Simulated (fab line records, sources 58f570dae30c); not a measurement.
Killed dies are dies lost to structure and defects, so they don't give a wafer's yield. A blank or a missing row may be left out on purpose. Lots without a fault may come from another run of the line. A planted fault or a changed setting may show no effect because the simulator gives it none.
fab line records | flow berkeley_cmos170
record lots=15 wafers=45 last_day=10
route steps=331 shown PSD@182 M1@249 V1@270 M3@310
lots that met no fault: from a run of the same line without faults
start_h: hours from the record's first day to the start of the lot's first wafer shown | wait_h: hours since the lot's step before | " the same as in the row above | L1.1+2: a row that stands for several wafers | - no value, or no start given | * or withheld: withheld | < > ~ a bound
route shown NAME@n: a module of which the file shows steps, and the number in the route of the first | usual: mean/standard deviation of fault-free wafers | same: alike in all rows | chamber/n: place in a boat | sites: the reading at each site | _std_site: their standard deviation | _edge_site: outer sites' mean less inner sites' | radius_mm: how far each site lies from the wafer's centre | mask NAME#n: copy n | behind: the tool/chamber that last shaped the wafer | hold: why the lot was held/for how many hours/how that ended | device: the transistor (n, p or np) that didn't switch | end of line: the same wafers' tests at the end of the route | a step without rows: its recipe alone | killed: dies lost to structure and defects at the first sort, not the wafer's yield | map: a wafer's dies, x killed, . not, _ none there
set.NAME: the setting as run; set.NAME@STEP: as run at that earlier step | model.NAME: the simulator's own value behind a step, which no gauge read
steps of the route over a sample of lots; a table a step, a row a wafer
services: from which hour (start_h, from the record's first day; less than 0 if before it) a tool's chamber was out of use, for how many hours, and why
## steps
# step UCB170_PSD_OVL_MEAS_07
# usual PSD_OVL=2/5.9
# columns lot.wafer tool chamber start_h wait_h PSD_OVL[nm]
L104.3 overlay-02 - 154.56 0.1 -5
L104.4 " - " " -6
L104.6 " - " " -3
L105.2 overlay-01 - 154.72 0.1 16
L105.3 " - " " 10
L105.5 " - " " 12
L102.2 overlay-02 - 154.97 0.1 11
L102.5 " - " " 2
L102.6 " - " " 3
L106.1 overlay-02 - 165.95 0.1 6
L106.2 " - " " 6
L106.4 " - " " 11
L110.3 overlay-02 - 170.17 0.1 4
L110.5 " - " " 3
L110.6 " - " " 1
L107.1 overlay-02 - 170.40 0.1 -1
L107.3 " - " " -2
L107.4 " - " " -1
L108.2 overlay-02 - 170.53 0.1 9
L108.3 " - " " 7
L108.5 " - " " 6
L109.1 overlay-02 - 181.08 0.1 10
L109.5 " - " " 6
L109.6 " - " " 6
L111.3 overlay-01 - 192.96 0.1 9
L111.4 " - " " 0
L111.5 " - " " 5
L112.2 overlay-02 - 193.20 0.1 -2
L112.3 " - " " -1
L112.5 " - " " 0
L113.1 overlay-02 - 201.01 0.1 2
L113.3 " - " " 7
L113.5 " - " " 5
L118.2 overlay-01 - 212.83 0.1 -4
L118.5 " - " " 3
L118.6 " - " " -7
L115.1 overlay-02 - 212.89 0.1 -2
L115.3 " - " " 4
L115.6 " - " " 7
L117.1 overlay-01 - 212.95 0.1 10
L117.4 " - " " 7
L117.5 " - " " 10
L116.1 overlay-01 - 219.58 0.1 -5
L116.2 " - " " -5
L116.3 " - " " -11
# step UCB170_M1_ETCH_11
# recipe chemistry=N2/H2 target_depth_a=withheld overetch_a=withheld target=BARC time_s=withheld source_w=500 bias_w=100 pressure_mtorr=30 n2_flow_sccm=100 h2_flow_sccm=200
# usual drypump_motor_current_A=5.5/0.47 oes_product_au=1.001/0.025 throttle_valve_pct=13.25/0.17
# columns lot.wafer tool chamber start_h wait_h drypump_motor_current_A oes_product_au throttle_valve_pct
L105.2 rie_diel-02 3 168.26 0.0 5.0 0.947 13.04
L105.3 " 1 " " 4.8 1.016 13.03
L105.5 " 3 " " 5.0 0.957 13.04
L104.3 rie_diel-04 0 168.38 0.0 6.3 1.034 13.43
L104.4 " 1 " " 6.0 1.002 13.47
L104.6 " 2 " " 5.8 1.000 13.33
L102.2 rie_diel-03 3 168.62 0.0 6.1 0.967 13.26
L102.5 " 3 " " 6.1 0.964 13.26
L102.6 " 2 " " 5.7 1.027 13.21
L106.1 rie_diel-03 1 178.03 0.0 5.4 0.988 13.04
L106.2 " 0 " " 5.5 0.997 13.69
L106.4 " 2 " " 5.7 1.022 13.23
L107.1 rie_diel-03 2 185.84 0.0 5.6 1.039 13.23
L107.3 " 3 " " 6.1 0.961 13.27
L107.4 " 0 " " 5.5 1.000 13.69
L110.3 rie_diel-04 2 189.49 0.0 5.8 0.997 13.31
L110.5 " 3 " " 5.3 1.034 13.18
L110.6 " 2 " " 5.8 0.994 13.33
L108.2 rie_diel-02 3 189.52 0.0 5.0 0.946 13.05
L108.3 " 0 " " 4.9 1.008 13.28
L108.5 " 2 " " 5.0 0.997 13.18
L109.1 rie_diel-02 0 199.16 0.0 4.9 1.015 13.27
L109.5 " 2 " " 5.0 0.998 13.19
L109.6 " 3 " " 5.0 0.950 13.05
L111.3 rie_diel-03 2 207.03 0.0 5.7 1.031 13.22
L111.4 " 0 " " 5.6 0.998 13.67
L111.5 " 3 " " 6.1 0.977 13.27
L112.2 rie_diel-02 3 207.27 0.0 5.0 0.954 13.05
L112.3 " 1 " " 4.8 0.992 13.04
L112.5 " 0 " " 4.8 1.012 13.27
L113.1 rie_diel-02 0 210.67 0.0 4.8 1.001 13.27
L113.3 " 1 " " 4.8 0.997 13.02
L113.5 " 2 " " 5.0 0.985 13.20
L115.1 rie_diel-03 3 225.53 0.0 6.2 0.982 13.27
L115.3 " 1 " " 5.4 0.997 13.02
L115.6 " 2 " " 5.7 1.047 13.21
L118.2 rie_diel-04 2 226.01 0.0 5.8 0.988 13.32
L118.5 " 0 " " 6.3 1.029 13.39
L118.6 " 2 " " 5.8 0.997 13.31
L117.1 rie_diel-02 2 226.25 0.0 5.0 0.980 13.17
L117.4 " 3 " " 5.0 0.944 13.04
L117.5 " 2 " " 5.0 0.995 13.18
L116.1 rie_diel-02 3 231.38 0.0 5.0 0.950 13.04
L116.2 " 2 " " 5.0 0.994 13.21
L116.3 " 0 " " 4.9 1.018 13.27
# step UCB170_V1_CD_MEAS_90
# recipe target_cd_nm=700
# usual cd_nm=699.6/1.6
# columns lot.wafer tool chamber start_h wait_h cd_nm
L105.2 cd_sem-02 - 175.70 0.1 697.9
L105.3 " - " " 698.4
L105.5 " - " " 697.8
L102.2 cd_sem-02 - 176.32 0.1 700.8
L102.5 " - " " 700.1
L102.6 " - " " 701.1
L104.3 cd_sem-01 - 176.62 0.1 699.2
L104.4 " - " " 699.9
L104.6 " - " " 700.0
L106.1 cd_sem-02 - 185.80 0.1 698.3
L106.2 " - " " 700.0
L106.4 " - " " 700.3
L107.1 cd_sem-02 - 194.21 0.1 701.8
L107.3 " - " " 698.6
L107.4 " - " " 701.3
L110.3 cd_sem-02 - 197.76 0.1 697.5
L110.5 " - " " 698.9
L110.6 " - " " 698.9
L108.2 cd_sem-01 - 198.03 0.1 700.0
L108.3 " - " " 698.1
L108.5 " - " " 699.4
L109.1 cd_sem-02 - 206.38 0.1 701.3
L109.5 " - " " 701.5
L109.6 " - " " 701.1
L112.2 cd_sem-01 - 219.45 0.1 701.1
L112.3 " - " " 699.1
L112.5 " - " " 698.4
L113.1 cd_sem-01 - 220.17 0.1 699.0
L113.3 " - " " 701.7
L113.5 " - " " 700.4
L111.3 cd_sem-02 - 220.19 0.1 699.1
L111.4 " - " " 698.5
L111.5 " - " " 699.5
L115.1 cd_sem-01 - 234.53 0.1 700.3
L115.3 " - " " 698.8
L115.6 " - " " 697.7
L117.1 cd_sem-01 - 234.72 0.1 703.0
L117.4 " - " " 702.1
L117.5 " - " " 702.4
L118.2 cd_sem-02 - 234.91 0.1 702.0
L118.5 " - " " 703.0
L118.6 " - " " 701.9
L116.1 cd_sem-02 - 238.43 0.1 698.5
L116.2 " - " " 698.1
L116.3 " - " " 698.9
# step UCB170_M3_SPUTTER_01
# recipe material=Al target_thk_nm=900 time_s=120 power_w=6000 chamber_pressure_pa=0.5
# usual chamber_pressure_pa=0.5000/0.001 throttle_valve_pct=30.5/1.3
# columns lot.wafer tool chamber start_h wait_h chamber_pressure_pa throttle_valve_pct
L105.2 pvd_sputter-03 - 186.23 0.0 0.4982 31.1
L105.3 " - " " 0.4986 29.3
L105.5 " - " " 0.5005 30.8
L102.2 pvd_sputter-02 - 186.31 0.0 0.4994 31.9
L102.5 " - " " 0.4995 28.1
L102.6 " - " " 0.5002 31.5
L104.3 pvd_sputter-03 - 186.54 0.0 0.5005 31.1
L104.4 " - " " 0.5005 29.5
L104.6 " - " " 0.5002 30.6
L106.1 pvd_sputter-02 - 194.73 0.0 0.5004 31.8
L106.2 " - " " 0.4996 28.0
L106.4 " - " " 0.4990 30.3
L107.1 pvd_sputter-03 - 201.39 0.0 0.4987 29.3
L107.3 " - " " 0.5005 31.4
L107.4 " - " " 0.4998 30.0
L110.3 pvd_sputter-01 - 203.09 0.0 0.5012 30.1
L110.5 " - " " 0.5021 30.4
L110.6 " - " " 0.4987 30.6
L108.2 pvd_sputter-02 - 203.65 0.0 0.5008 28.4
L108.3 " - " " 0.5012 31.6
L108.5 " - " " 0.5007 30.1
L109.1 pvd_sputter-03 - 211.74 0.0 0.5007 30.4
L109.5 " - " " 0.5003 30.9
L109.6 " - " " 0.5003 31.2
L112.2 pvd_sputter-02 - 225.45 0.0 0.4995 28.2
L112.3 " - " " 0.5005 30.1
L112.5 " - " " 0.4997 31.6
L111.3 pvd_sputter-03 - 226.63 0.0 0.5014 31.1
L111.4 " - " " 0.5003 31.2
L111.5 " - " " 0.4987 30.2
L113.1 pvd_sputter-01 - 226.90 0.0 0.5000 30.3
L113.3 " - " " 0.4989 27.4
L113.5 " - " " 0.4993 30.2
L115.1 pvd_sputter-02 - 240.36 0.0 0.5011 31.5
L115.3 " - " " 0.4983 30.3
L115.6 " - " " 0.5002 32.0
L115.1 pvd_sputter-02 - 240.61 0.2 0.5014 31.7
L115.3 " - " " 0.5002 30.0
L115.6 " - " " 0.4996 31.7
L117.1 pvd_sputter-01 - 240.63 0.0 0.5005 32.5
L117.4 " - " " 0.5010 30.6
L117.5 " - " " 0.5008 32.6
L118.2 pvd_sputter-03 - 241.33 0.0 0.5004 29.2
L118.5 " - " " 0.5018 29.3
L118.6 " - " " 0.5025 30.9
L118.2 pvd_sputter-03 - 241.58 0.2 0.5001 29.1
L118.5 " - " " 0.5001 29.4
L118.6 " - " " 0.4989 30.8
L116.1 pvd_sputter-01 - 246.84 0.0 0.5016 32.4
L116.2 " - " " 0.5010 30.2
L116.3 " - " " 0.4994 27.1
L116.1 pvd_sputter-01 - 247.09 0.2 0.4987 32.1
L116.2 " - " " 0.4994 30.3
L116.3 " - " " 0.4983 27.7
# step UCB170_M3_RS_MEAS_02
# recipe thk_meas_gauge=four-point-probe reads=Al_of_M3_SPUTTER_01
# usual M3_AL_RS=0.0322/0.00042
# columns lot.wafer tool chamber start_h wait_h M3_AL_RS[ohm/sq]
L105.2 film_metro-03 - 186.33 0.1 0.0319
L105.3 " - " " 0.0317
L105.5 " - " " 0.0318
L102.2 film_metro-02 - 186.49 0.1 0.0320
L102.5 " - " " 0.0318
L102.6 " - " " 0.0323
L104.3 film_metro-04 - 186.66 0.1 0.0323
L104.4 " - " " 0.0322
L104.6 " - " " 0.0320
L106.1 film_metro-03 - 194.82 0.0 0.0323
L106.2 " - " " 0.0327
L106.4 " - " " 0.0330
L107.1 film_metro-03 - 201.47 0.0 0.0315
L107.3 " - " " 0.0323
L107.4 " - " " 0.0319
L110.3 film_metro-04 - 203.21 0.1 0.0322
L110.5 " - " " 0.0323
L110.6 " - " " 0.0323
L108.2 film_metro-03 - 203.75 0.1 0.0321
L108.3 " - " " 0.0322
L108.5 " - " " 0.0326
L109.1 film_metro-04 - 211.82 0.0 0.0324
L109.5 " - " " 0.0319
L109.6 " - " " 0.0328
L112.2 film_metro-02 - 225.55 0.1 0.0319
L112.3 " - " " 0.0326
L112.5 " - " " 0.0315
L111.3 film_metro-02 - 226.76 0.1 0.0321
L111.4 " - " " 0.0326
L111.5 " - " " 0.0323
L113.1 film_metro-03 - 226.98 0.0 0.0320
L113.3 " - " " 0.0312
L113.5 " - " " 0.0320
L115.1 film_metro-04 - 240.69 0.0 0.0158
L115.3 " - " " 0.0163
L115.6 " - " " 0.0161
L117.1 film_metro-02 - 240.72 0.0 0.0323
L117.4 " - " " 0.0320
L117.5 " - " " 0.0324
L118.2 film_metro-03 - 241.68 0.1 0.0157
L118.5 " - " " 0.0157
L118.6 " - " " 0.0158
L116.1 film_metro-04 - 247.17 0.0 0.0162
L116.2 " - " " 0.0160
L116.3 " - " " 0.0156
# step UCB170_M3_THK_MEAS_03
# recipe thk_meas_gauge=xrf reads=Al_of_M3_SPUTTER_01
# usual M3_AL_THK=906/14
# columns lot.wafer tool chamber start_h wait_h M3_AL_THK[nm]
L105.2 film_metro-03 - 186.44 0.1 911
L105.3 " - " " 916
L105.5 " - " " 908
L102.2 film_metro-02 - 186.60 0.1 919
L102.5 " - " " 929
L102.6 " - " " 912
L104.3 film_metro-04 - 186.76 0.1 905
L104.4 " - " " 904
L104.6 " - " " 913
L106.1 film_metro-03 - 194.94 0.1 899
L106.2 " - " " 884
L106.4 " - " " 875
L107.1 film_metro-03 - 201.59 0.1 917
L107.3 " - " " 893
L107.4 " - " " 902
L110.3 film_metro-04 - 203.31 0.1 902
L110.5 " - " " 898
L110.6 " - " " 899
L108.2 film_metro-03 - 203.86 0.1 899
L108.3 " - " " 901
L108.5 " - " " 889
L109.1 film_metro-04 - 211.94 0.1 897
L109.5 " - " " 907
L109.6 " - " " 884
L112.2 film_metro-02 - 225.66 0.1 914
L112.3 " - " " 904
L112.5 " - " " 930
L111.3 film_metro-02 - 226.86 0.1 911
L111.4 " - " " 903
L111.5 " - " " 907
L113.1 film_metro-03 - 227.10 0.1 903
L113.3 " - " " 926
L113.5 " - " " 905
L115.1 film_metro-04 - 240.81 0.1 1829
L115.3 " - " " 1781
L115.6 " - " " 1792
L117.1 film_metro-02 - 240.84 0.1 914
L117.4 " - " " 924
L117.5 " - " " 914
L118.2 film_metro-03 - 241.79 0.1 1835
L118.5 " - " " 1823
L118.6 " - " " 1814
L116.1 film_metro-04 - 247.31 0.1 1786
L116.2 " - " " 1796
L116.3 " - " " 1852
# step UCB170_M3_METAL_ETCH_18
# recipe chemistry=Cl2/BCl3 target=Al stop_on=SiO2 pressure_mtorr=12 target_depth_a=11700 over_etch_frac=0.3 time_s=195 icp_w=600 bias_w=120 Cl2_flow_sccm=90 bcl3_flow_sccm=45
# usual drypump_motor_current_A=5.46/0.21 he_backside_leak_sccm=3.35/0.26 oes_product_au=0.848/0.014 throttle_valve_pct=24.4/0.3
# columns lot.wafer tool chamber start_h wait_h drypump_motor_current_A he_backside_leak_sccm oes_product_au rf_hours_counter_h throttle_valve_pct
L105.2 rie_metal-04 0 190.81 - 5.27 3.27 0.843 1 23.9
L105.3 " 1 " " 5.21 3.37 0.873 - 24.8
L105.5 " 1 " " 5.22 3.49 0.872 - 24.8
L102.2 rie_metal-03 0 190.83 - 5.48 3.18 0.842 15 24.2
L102.5 " 0 " " 5.46 3.17 0.858 - 24.2
L102.6 " 1 " " 5.41 4.49 0.863 - 24.6
L104.3 rie_metal-04 1 191.23 - 5.20 3.22 0.869 - 24.8
L104.4 " 0 " " 5.20 3.25 0.829 - 23.9
L104.6 " 0 " " 5.19 3.19 0.826 - 23.9
L106.1 rie_metal-03 1 197.67 - 5.38 3.22 0.858 6 24.6
L106.2 " 0 " " 5.42 3.30 0.832 15 24.2
L106.4 " 0 " " 5.40 3.12 0.818 - 24.2
L107.1 rie_metal-02 1 203.54 - 5.63 3.57 0.845 9 24.5
L107.3 " 0 " " 5.80 3.42 0.846 - 24.3
L107.4 " 1 " " 5.63 3.61 0.839 - 24.6
L110.3 rie_metal-04 0 205.70 - 5.22 3.04 0.842 - 23.9
L110.5 " 0 " " 5.25 3.01 0.830 - 23.9
L110.6 " 1 " " 5.22 3.27 0.865 - 24.8
L108.2 rie_metal-03 1 205.90 - 5.42 3.40 0.868 7 24.6
L108.3 " 1 " " 5.41 3.28 0.859 - 24.6
L108.5 " 0 " " 5.41 3.16 0.831 - 24.2
L109.1 rie_metal-02 0 214.18 - 5.82 3.60 0.837 2 24.4
L109.5 " 0 " " 5.77 3.42 0.857 - 24.3
L109.6 " 1 " " 5.68 3.49 0.831 - 24.5
L112.2 rie_metal-04 1 227.61 - 5.21 3.14 0.869 11 24.8
L112.3 " 1 " " 5.19 3.19 0.865 - 24.8
L112.5 " 1 " " 5.20 3.16 0.875 - 24.8
L111.3 rie_metal-02 1 229.13 - 5.67 3.77 0.829 - 24.5
L111.4 " 0 " " 5.80 3.63 0.852 - 24.4
L111.5 " 0 " " 5.80 3.46 0.847 - 24.4
L113.1 rie_metal-03 0 229.17 - 5.39 3.29 0.841 16 24.2
L113.3 " 0 " " 5.40 3.29 0.855 - 24.2
L113.5 " 0 " " 5.40 3.09 0.837 - 24.2
L115.1 rie_metal-02 0 242.80 - 5.80 3.49 1.025 3 24.3
L115.3 " 1 " " 5.68 3.50 0.971 - 24.5
L115.6 " 0 " " 5.80 3.32 1.032 - 24.3
L117.1 rie_metal-04 0 245.91 - 5.28 3.25 0.834 3 23.9
L117.4 " 0 " " 5.28 3.20 0.840 - 23.9
L117.5 " 1 " " 5.20 3.21 0.865 - 24.8
L118.2 rie_metal-03 0 246.14 - 5.43 3.04 0.968 17 24.1
L118.5 " 0 " " 5.41 3.24 0.968 - 24.1
L118.6 " 1 " " 5.42 3.33 0.991 - 24.5
L116.1 rie_metal-04 0 250.59 - 5.26 3.17 0.965 3 23.8
L116.2 " 1 " " 5.21 3.28 1.003 12 24.8
L116.3 " 1 " " 5.20 3.30 1.008 - 24.8
## services
# columns tool chamber start_h hours kind
rie_diel-04 2 145.19 - clean
rie_diel-04 2 145.19 22.3 scheduled_down
rie_diel-04 2 145.19 22.3 vent_cycle
rie_metal-04 1 167.22 7.1 repair
rie_metal-03 1 178.47 8.0 repair
rie_diel-02 1 179.85 - clean
rie_diel-02 1 179.85 18.8 scheduled_down
rie_diel-02 1 179.85 18.8 vent_cycle
rie_diel-04 3 189.82 8.7 repair
rie_diel-02 3 207.45 8.0 repair
rie_diel-03 0 211.18 20.7 repair
rie_diel-04 1 225.07 9.6 repair
rie_diel-04 - 231.33 0.4 repair
rie_metal-04 - 248.40 0.5 repair
## key
first_sign step=UCB170_M3_SPUTTER_01 reading=visit direction=added
effect step=UCB170_M3_RS_MEAS_02 reading=M3_AL_RS direction=down sigmas=39 usual=0.0322 struck=0.0159
effect step=UCB170_M3_THK_MEAS_03 reading=M3_AL_THK direction=up sigmas=64 usual=906 struck=1812
effect step=UCB170_M3_METAL_ETCH_18 reading=oes_product_au direction=up sigmas=10 usual=0.848 struck=0.992
met_at UCB170_M3_SPUTTER_01
struck_lots L115,L116,L118
later_rows_left_out L115.1,L115.3,L115.6,L116.1,L116.2,L116.3,L118.5,L118.6
sort_left_out L115.1,L115.3,L115.6,L116.1,L116.2,L116.3,L118.2,L118.5,L118.6
not_acting_at UCB170_PSD_OVL_MEAS_07,UCB170_M1_ETCH_11,UCB170_V1_CD_MEAS_90
fault kind=repeated_step_whole tool=pvd_sputter-01,pvd_sputter-02,pvd_sputter-03 chamber=- onset_h=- steps=UCB170_M3_SPUTTER_01 times=1 scope=struck_lots_only
# sort_left_out: the simulated sort isn't trusted on such a fault, so these wafers' sort isn't shown, and their yield isn't known
# later_rows_left_out: the simulator's readings of these wafers behind a module that went badly wrong aren't trusted and aren't shown, but for the sort
